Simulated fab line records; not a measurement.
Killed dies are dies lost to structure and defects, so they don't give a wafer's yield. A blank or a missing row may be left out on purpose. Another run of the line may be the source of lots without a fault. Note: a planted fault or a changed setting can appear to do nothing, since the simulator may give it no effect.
fab line records	flow ritCmos
record: lots: 14	wafers: 42	lastDay: 7
route steps=202 shown NLDD@108 M1@202
lots untouched by any fault: they come from a run of this same line in which no faults occurred
startH: start of the lot's first displayed wafer, in hours after the record's first day	waitH: hours since the lot's step before	" the same as in the row above	L1.1+2: a single row standing in for several wafers	- no value, or no start was given	* or withheld: withheld	< > ~ a bound
route shown NAME@n: names a module that has steps shown in the file, with the first one's number in the route	usual: mean and standard deviation over wafers with no fault	same: alike in all rows	chamber/n: place in a boat	sites: each site's reading	_std_site: their standard deviation	_edge_site: inner sites' mean taken away from outer sites' mean	radiusMm: how far each site lies from the wafer's centre	mask NAME#n: copy n	behind: the tool/chamber that last shaped the wafer	hold: cause of the lot's hold/its duration in hours/its outcome	device: the n, p or np transistor that did not switch	end of line: the route-end tests of the same wafers	for a step that has no rows: nothing shown but its recipe	killed: dies lost to structure and defects at the first sort, not the wafer's yield	map: a wafer's dies, x killed, . not, _ none there
set.NAME: the run value of the setting; set.NAME@STEP: its run value at that earlier step	model.NAME: the simulator's own value behind a step, which no gauge read
a sample of lots followed through the steps of the route, with each step as a table and each wafer as a row
== steps ==
step: RIT_NLDD_DEVELOP_05
recipe: resist: NOVOLAK	developTimeS: 50	devTempC: 23
lot.wafer	tool	chamber	startH	waitH
L857.1+4+6	lithoTrack-01	0	44	-
L860.1+4+6	lithoTrack-02	0	61	-
L861.3+4+6	lithoTrack-04	0	64	-
L862.3+4+6	lithoTrack-04	0	72	-
L863.1+2+6	lithoTrack-04	0	73	-
L865.2+3+4	lithoTrack-01	0	87	-
L867.1+2+4	lithoTrack-01	0	98	-
L868.1+4+5	lithoTrack-04	0	101	-
L872.1+2+4	lithoTrack-02	0	118	-
L873.1+3+4	lithoTrack-01	0	126	-
L874.2+3+6	lithoTrack-01	0	130	-
L878.1+5+6	lithoTrack-02	0	148	-
L879.2+3+4	lithoTrack-02	0	153	-
L880.1+2+6	lithoTrack-02	0	159	-
step: RIT_NLDD_TW_MEAS_10
usual: NLDD_TW: 2458/30
lot.wafer	tool	chamber	startH	waitH	hold	NLDD_TW
L857.1	filmMetro-03	-	45.40	0.1	-	2424
L857.4	"	-	"	"	-	2411
L857.6	"	-	"	"	-	2424
L860.1	filmMetro-04	-	61.91	0.1	-	2485
L860.4	"	-	"	"	-	2510
L860.6	"	-	"	"	-	2493
L861.3	filmMetro-04	-	64.66	0.1	-	2491
L861.4	"	-	"	"	-	2488
L861.6	"	-	"	"	-	2497
L862.3	filmMetro-04	-	73.58	0.1	-	2486
L862.4	"	-	"	"	-	2480
L862.6	"	-	"	"	-	2465
L863.1	filmMetro-04	-	74.03	0.1	awaitDispo/0.2h/release	30
L863.2	"	-	"	"	awaitDispo/0.2h/release	30
L863.6	"	-	"	"	awaitDispo/0.2h/release	30
L863.1	filmMetro-04	-	74.26	0.2	-	30
L863.2	"	-	"	"	-	30
L863.6	"	-	"	"	-	30
L865.2	filmMetro-04	-	88.61	0.1	-	2487
L865.3	"	-	"	"	-	2499
L865.4	"	-	"	"	-	2476
L867.1	filmMetro-03	-	98.75	0.1	-	2417
L867.2	"	-	"	"	-	2419
L867.4	"	-	"	"	-	2412
L868.1	filmMetro-04	-	101.97	0.1	awaitDispo/0.2h/release	30
L868.4	"	-	"	"	awaitDispo/0.2h/release	30
L868.5	"	-	"	"	awaitDispo/0.2h/release	30
L868.1	filmMetro-04	-	102.19	0.2	-	30
L868.4	"	-	"	"	-	30
L868.5	"	-	"	"	-	30
L872.1	filmMetro-03	-	118.71	0.1	-	2420
L872.2	"	-	"	"	-	2424
L872.4	"	-	"	"	-	2411
L873.1	filmMetro-04	-	126.80	0.1	-	2479
L873.3	"	-	"	"	-	2481
L873.4	"	-	"	"	-	2469
L874.2	filmMetro-04	-	131.18	0.1	-	2496
L874.3	"	-	"	"	-	2493
L874.6	"	-	"	"	-	2481
L878.1	filmMetro-04	-	148.89	0.1	-	2486
L878.5	"	-	"	"	-	2465
L878.6	"	-	"	"	-	2467
L879.2	filmMetro-03	-	154.08	0.1	-	2425
L879.3	"	-	"	"	-	2425
L879.4	"	-	"	"	-	2429
L880.1	filmMetro-04	-	160.18	0.1	-	2462
L880.2	"	-	"	"	-	2470
L880.6	"	-	"	"	-	2474
step: RIT_M1_PROBE_99
usual: defectLimitedYield: 97.3/1.1	killedAtContacts: 0.1/0.34	killedAtFrontEnd: 7.0/2.9	killedDies: 7.2/2.9	killedOpen: 3.6/1.9	killedShort: 3.5/2.1	sort_bin_3_pad_short: 0.1/0.23	sort_bin_5_function: 1.6/0.73	sort_bin_6_memory: 1.0/0.67	sortNPass: 256.8/2.9	sortYieldPct: 97.3/1.1
same: grossDies: 264	killed_at_M0_to_M3: 0	killed_at_M4_up: 0	killedAtBackSide: 0	killedAtOther: 0
lot.wafer	tool	chamber	startH	waitH	defectLimitedYield[%]	killedAtContacts	killedAtFrontEnd	killedDies	killedOpen	killedShort	sort_bin_3_pad_short[%]	sort_bin_5_function[%]	sort_bin_6_memory[%]	sortNPass	sortYieldPct[%]
L874.2	prober-02	-	146.60	0.1	97.3	0	7	7	1	6	0.4	0.4	1.9	257.0	97.3
L874.3	prober-02	-	146.65	0.2	98.5	0	4	4	1	3	0	1.1	0.4	260.0	98.5
L874.6	prober-02	-	146.80	0.2	97.0	0	8	8	3	5	0	1.9	1.1	256.0	97.0
L879.2	prober-01	-	169.41	0.1	99.2	0	2	2	2	0	0	0.4	0.4	262.0	99.2
L879.3	prober-01	-	169.46	0.2	97.7	0	6	6	3	2	0	1.9	0.4	258.0	97.7
L879.4	prober-01	-	169.51	0.2	97.7	0	6	6	5	1	0	1.9	0.4	258.0	97.7
L880.1	prober-02	-	175.68	0.1	94.3	1	14	15	7	8	0.4	1.9	3.4	249.0	94.3
L880.2	prober-02	-	175.73	0.1	95.5	0	12	12	5	7	0	2.7	1.9	252.0	95.5
L880.6	prober-02	-	175.93	0.2	96.2	0	10	10	3	7	0.8	1.5	1.5	254.0	96.2
killed by level:class
L874.2 SPACER:geometricParticle:short=3 REOX:geometricParticle:short=2 SPACER:geometricParticle:open=1 SILICIDE:geometricParticle:short=1
L874.3 FOX2:geometricParticle:short=1 REOX:geometricParticle:short=1 SPACER:geometricParticle:short=1 SILICIDE:geometricParticle:open=1
L874.6 GATE:geometricParticle:short=5 GATE:geometricParticle:open=2 SPACER:geometricParticle:open=1
L879.2 GATE:geometricParticle:open=1 REOX:geometricParticle:open=1
L879.3 FOX1:geometricParticle:short=1 REOX:geometricParticle:open=1 SPACER:geometricParticle:short=1 SPACER:geometricParticle:open=1 SILICIDE:geometricParticle:open=1 NWELL:coatMicrobubblePrinted=1
L879.4 FOX1:geometricParticle:open=2 GATE:geometricParticle:open=2 FOX1:geometricParticle:short=1 SILICIDE:geometricParticle:open=1
L880.1 FOX2:geometricParticle:short=4 GATE:geometricParticle:short=2 GATE:geometricParticle:open=2 SPACER:geometricParticle:open=2 FOX1:geometricParticle:short=1 FOX1:geometricParticle:open=1 REOX:geometricParticle:short=1 SILICIDE:geometricParticle:open=1
L880.2 SPACER:geometricParticle:short=3 FOX1:geometricParticle:open=2 REOX:geometricParticle:short=2 SPACER:geometricParticle:open=2 FOX2:geometricParticle:open=1 FOX2:geometricParticle:short=1 GATE:geometricParticle:short=1
L880.6 FOX2:geometricParticle:short=2 FOX1:geometricParticle:open=1 FOX1:geometricParticle:short=1 GATE:geometricParticle:short=1 REOX:geometricParticle:short=1 SPACER:geometricParticle:short=1 SPACER:geometricParticle:open=1 SILICIDE:geometricParticle:short=1
== key ==
firstSign: step: RIT_NLDD_TW_MEAS_10	reading: visit	direction: added
effect: step: RIT_NLDD_TW_MEAS_10	reading: NLDD_TW	direction: down	sigmas: 82	usual: 2458	struck: 30
metAt RIT_NLDD_DEVELOP_05
struckLots L863,L868
scrappedBehind RIT_NLDD_TW_MEAS_10 L863.1,L863.2,L863.6,L868.1,L868.4,L868.5
fault: kind: processParameterDrift	tool: lithoTrack-04	chamber: -	onsetH: 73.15	steps: RIT_NLDD_DEVELOP_05	channel: developTimeS	offset: *	shape: step	endH: 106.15	actsIn: *	stated: *
